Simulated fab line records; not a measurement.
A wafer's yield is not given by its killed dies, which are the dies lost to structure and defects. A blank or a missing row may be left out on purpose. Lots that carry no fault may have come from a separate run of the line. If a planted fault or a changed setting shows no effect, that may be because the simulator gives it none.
Which tool is to blame? ; flow berkeley_cmos170 ; 15 lots with 45 wafers sampled at 5 steps, on a route of 331 steps

== WHAT THE GAUGES READ, wafer by wafer ==
UCB170_NVT_TW_MEAS_09. Usual: NVT_TW gives 527 (standard deviation 3.2).
lot;measured;on;NVT_TW;flag
L514;day 5 22:23;film_metro-02;523 522 518;
L513;day 5 22:38;film_metro-03;531 528 529;
L517;day 6 04:07;film_metro-03;530 529 527;
L515;day 6 04:25;film_metro-02;522 524 525;
L516;day 6 04:25;film_metro-03;529 528 527;
L523;day 7 22:11;film_metro-04;528 527 529;
L527;day 8 14:55;film_metro-03;532 532 530;
L525;day 8 15:13;film_metro-04;528 529 531;
L530;day 9 02:49;film_metro-02;524 523 523;
L531;day 9 12:13;film_metro-04;526 528 527;
L533;day 9 12:20;film_metro-02;524 523 523;
L532;day 9 12:34;film_metro-04;525 528 525;
L534;day 9 22:50;film_metro-03;531 534 530;
L535;day 9 22:58;film_metro-03;528 528 528;
L536;day 10 05:44;film_metro-03;530 530 530;

UCB170_PLDD_TW_MEAS_11. Usual: PLDD_TW gives 1012 (standard deviation 5.5).
lot;measured;on;PLDD_TW;flag
L514;day 6 18:47;film_metro-02;998 1000 1004;
L513;day 6 19:10;film_metro-01;1016 1014 1012;
L517;day 6 19:07;film_metro-04;1021 1013 1020;
L515;day 6 19:52;film_metro-04;1012 1023 1019;
L516;day 6 19:59;film_metro-02;1006 1004 1004;
L523;day 8 17:16;film_metro-02;1010 1004 1009;
L527;day 9 07:13;film_metro-02;1011 1012 1012;
L525;day 9 07:28;film_metro-04;1020 1017 1011;
L530;day 9 21:17;film_metro-01;1014 1012 1016;
L531;day 10 04:08;film_metro-02;1011 1009 1006;
L533;day 10 04:20;film_metro-02;1010 1007 1007;
L532;day 10 03:59;film_metro-01;1011 1010 1009;
L534;day 10 19:21;film_metro-01;1013 1013 1013;
L535;day 10 19:44;film_metro-02;1010 1009 1011;
L536;day 10 21:22;film_metro-04;1014 1014 1012;

UCB170_NLDD_CD_MEAS_06: the cd target is 1200 nm. Usual: cd_nm 1200.5 nm, standard deviation 1.5.
lot;measured;on;cd_nm (nm);flag
L514;day 6 20:08;cd_sem-02;1202.4 1203.4 1202.8;
L513;day 6 20:27;cd_sem-02;1199.4 1198.0 1199.6;
L517;day 6 20:19;cd_sem-01;1199.2 1199.5 1201.0;
L515;day 6 21:11;cd_sem-01;1203.2 1200.5 1201.3;
L516;day 6 21:17;cd_sem-02;1201.7 1200.3 1200.4;
L523;day 8 18:33;cd_sem-01;- - -;OFF
L527;day 9 08:38;cd_sem-02;- - -;OFF
L525;day 9 09:19;cd_sem-02;- - -;OFF
L530;day 9 22:58;cd_sem-02;1198.7 1198.4 1198.2;
L531;day 10 06:13;cd_sem-01;1198.4 1199.0 1199.6;
L533;day 10 06:44;cd_sem-02;1201.4 1201.0 1201.2;
L532;day 10 05:16;cd_sem-01;1201.1 1200.4 1201.5;
L534;day 10 20:46;cd_sem-02;1200.9 1200.6 1202.4;
L535;day 10 21:20;cd_sem-01;1198.9 1199.6 1200.9;
L536;day 10 23:02;cd_sem-02;1199.9 1199.1 1199.0;

== TOOL THAT RAN EACH LOT (tool first, then ch and the chambers of the sampled wafers, then the start) ==
lot;UCB170_PVT_STRIP_08;UCB170_NLDD_COAT_01
L514;plasma_asher-01 ch 0,1, day 6 01:20;litho_track-03 ch 0, day 6 19:18
L513;plasma_asher-02 ch 0,1, day 6 01:35;litho_track-01 ch 0, day 6 19:46
L517;plasma_asher-02 ch 0,1, day 6 06:07;litho_track-02 ch 0, day 6 19:34
L515;plasma_asher-01 ch 0,1, day 6 06:24;litho_track-03 ch 0, day 6 20:16
L516;plasma_asher-02 ch 0,1, day 6 06:34;litho_track-01 ch 0, day 6 20:29
L523;plasma_asher-04 ch 0,1, day 7 23:46;litho_track-03, day 8 17:44
L527;plasma_asher-01 ch 0,1, day 8 17:07;litho_track-01, day 9 07:38
L525;plasma_asher-04 ch 0,1, day 8 17:40;litho_track-03, day 9 08:11
L530;plasma_asher-04 ch 0,1, day 9 04:29;litho_track-01 ch 0, day 9 22:08
L531;plasma_asher-04 ch 0, day 9 13:36;litho_track-02 ch 0, day 10 04:38
L533;plasma_asher-02 ch 0,1, day 9 13:45;litho_track-01 ch 0, day 10 05:16
L532;plasma_asher-04 ch 0,1, day 9 14:05;litho_track-03 ch 0, day 10 04:25
L534;plasma_asher-04 ch 0,1, day 10 03:30;litho_track-03 ch 0, day 10 19:45
L535;plasma_asher-01 ch 0,1, day 10 04:02;litho_track-03 ch 0, day 10 20:14
L536;plasma_asher-01 ch 0,1, day 10 08:05;litho_track-02 ch 0, day 10 22:11
- UCB170_PVT_STRIP_08: strips in O2.
- UCB170_NLDD_COAT_01: resist thk 900 nm.

== AS READ BY THE TOOLS THEMSELVES (means over the sampled wafers that have a number; for cases with no such wafer, the mark the record gives instead) ==
UCB170_PVT_STRIP_08. Usual: drypump_motor_current_A 5.7 A, standard deviation 0.5; oes_product_au 0.735 a.u., standard deviation 0.0045; strip_time_to_endpoint_s 21.83 s, standard deviation 0.058.
lot;tool;drypump_motor_current_A (A);oes_product_au (a.u.);strip_time_to_endpoint_s (s);flag
L514;plasma_asher-01;5.3;0.734;21.86;
L513;plasma_asher-02;5.5;0.732;21.85;
L517;plasma_asher-02;5.2;0.734;21.89;
L515;plasma_asher-01;5.3;0.728;21.86;
L516;plasma_asher-02;5.2;0.735;21.87;
L523;plasma_asher-04;6.3;0.737;21.86;
L527;plasma_asher-01;5.3;0.738;21.83;
L525;plasma_asher-04;6.2;0.738;21.86;
L530;plasma_asher-04;6.2;0.736;21.82;
L531;plasma_asher-04;6.4;0.733;21.81;
L533;plasma_asher-02;5.5;0.732;21.84;
L532;plasma_asher-04;6.3;0.737;21.86;
L534;plasma_asher-04;6.2;0.735;21.74;
L535;plasma_asher-01;5.3;0.734;21.92;
L536;plasma_asher-01;5.4;0.736;21.90;

UCB170_NLDD_COAT_01. Usual: chill_plate_temp_C 22.99 C, standard deviation 0.11; dispense_pressure_kPa 51.2 kPa, standard deviation 1.1.
lot;tool;chill_plate_temp_C (C);dispense_pressure_kPa (kPa);flag
L514;litho_track-03;23.00;51.5;
L513;litho_track-01;23.13;49.8;
L517;litho_track-02;22.93;52.7;
L515;litho_track-03;23.05;51.5;
L516;litho_track-01;22.97;49.8;
L523;litho_track-03;-;-;OFF
L527;litho_track-01;-;-;OFF
L525;litho_track-03;-;-;OFF
L530;litho_track-01;23.14;50.0;
L531;litho_track-02;22.90;52.7;
L533;litho_track-01;22.93;49.9;
L532;litho_track-03;23.02;51.6;
L534;litho_track-03;23.03;51.6;
L535;litho_track-03;22.91;51.5;
L536;litho_track-02;23.08;52.7;

== THE ANSWER, worked out from the rows above alone ==
Rule: a lot is off if the mean of its wafers that have a number lies more than 3 standard deviations from the usual mean. Also off: a lot with no number at a reading for which 4 or more lots have one. Where the step has rows for the other lots, those lots are counted as sound. The gauges are gone through in route order, then the tools' own readings, and for those a lot's mean is taken as printed above. The first step at which some lot is off is used, and at that step the reading that is off furthest; a lot without a number counts as furthest.
Off: L523, L527, L525, at UCB170_NLDD_CD_MEAS_06 (cd_nm). Without a number there: L523, L527, L525.
A tool fits if, at a process step before that reading, it ran every lot that is off, and no sound lot after the first of them. The gauges at UCB170_NLDD_CD_MEAS_06 aren't tried: what is off there is off at UCB170_NLDD_COAT_01 too, on other tools, and a gauge's error can't cause that. None of those tried fits.

== WHAT HAD BEEN PUT IN BY THE SIMULATOR ==
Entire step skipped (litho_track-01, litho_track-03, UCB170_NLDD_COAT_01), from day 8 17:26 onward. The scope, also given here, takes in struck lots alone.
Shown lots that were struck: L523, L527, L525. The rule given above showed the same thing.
